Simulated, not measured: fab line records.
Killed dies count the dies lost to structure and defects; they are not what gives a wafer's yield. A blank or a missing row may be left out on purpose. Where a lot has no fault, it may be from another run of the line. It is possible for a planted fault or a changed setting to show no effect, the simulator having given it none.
Problem report, 8D (eight disciplines) form, completed by code    flow rit_cmos    the parts of the form that need people (team, actions taken, sign-off) are left out

== 1. WHAT WENT WRONG ==
Wafers without a fault read 238.3 s, standard deviation 0.46; run_length_s at RIT_ACTIVE_ETCH_13 reads a mean of 217.4 s on 2 wafers belonging to 2 lots. That puts it -45 standard deviations away from the usual mean.
The step: etches Si3N4 in SF6, stops on SiO2, time 210 s, target depth 210 nm.
First seen on wafer L615.1, day 2 17:14, on rie_diel-01. Wafers with a number at this step in the record: 36, from 12 lots. By rule, "out" or "out of limits" means more than 4 standard deviations away from the usual mean. The other wafers with a number count as sound.

== 2. WHAT IT IS; WHAT IT IS NOT ==
question                     is                            is not
which readings at this step  run_length_s, oes_product_au  drypump_motor_current_A, throttle_valve_pct
which lots                   L615, L620                    L610, L611, L613, L616, L623, L625, L626, L631, L632, L633
which wafers of those lots   L615.1, L620.3                L615.3, L615.5, L620.4, L620.5
read on which tools          rie_diel-01                   rie_diel-02, rie_diel-03
when                         from day 2 17:14              up to then (11 sound wafers); but 23 sound wafers of L616, L620, L623, L625, L626, L631, L632, L633 came after

== 3. WHAT RULES OUT EACH SUSPECT ==
Counting: a tool at a process step up to the reading stays a suspect if it ran every lot that is out. Sound lots after the first of them don't rule it out here, since some wafers of a struck lot are sound.
- rie_diel-01 at RIT_ACTIVE_ETCH_13 (etches Si3N4 in SF6, stops on SiO2, time 210 s, target depth 210 nm): kept. It processed each lot that is out (first: L615, day 2 17:14); up to then, its last sound lot is L613 (day 2 07:48). Out on those wafers are its own readings of oes_product_au, run_length_s.
- Within rie_diel-01 at RIT_ACTIVE_ETCH_13: the wafers that are out ran in chamber 1; their sound lot-mates ran in chambers 0, 2, 3.
After counting, what remains is rie_diel-01 at RIT_ACTIVE_ETCH_13.

== 4. THE CAUSE (what the simulator had put in) ==
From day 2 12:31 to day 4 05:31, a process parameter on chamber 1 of rie_diel-01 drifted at RIT_ACTIVE_ETCH_13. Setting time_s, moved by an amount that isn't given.
Counting left only this tool.

== 5. THE EFFECT CHAIN, in route order ==
Each row: a reading whose mean over the struck wafers that have a number lies more than 3 standard deviations from the usual. Readings are gone through only where the record gives a usual standard deviation; hours: the median, over the lots, of the time from a lot's start at the first step in this table giving one to that lot's start at this step; sigmas: the change measured in usual standard deviations.
hours  step                reading             usual       on struck wafers  change  sigmas
0      RIT_ACTIVE_ETCH_13  oes_product_au      0.816 a.u.  0.911             +0.095  +5.6
0      RIT_ACTIVE_ETCH_13  run_length_s        238.3 s     217.4             -20.9   -45
50     RIT_M1_PROBE_99     killed_at_contacts  0.1         1.0               +0.9    +3.3
Its process steps:
- RIT_ACTIVE_ETCH_13: etches Si3N4 in SF6, stops on SiO2, time 210 s, target depth 210 nm.
- RIT_M1_PROBE_99

== 6. WHAT WOULD HAVE CAUGHT IT SOONER ==
In this record no reading fell out of limits until day 2 17:14, 5 hours after the fault had begun at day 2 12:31.
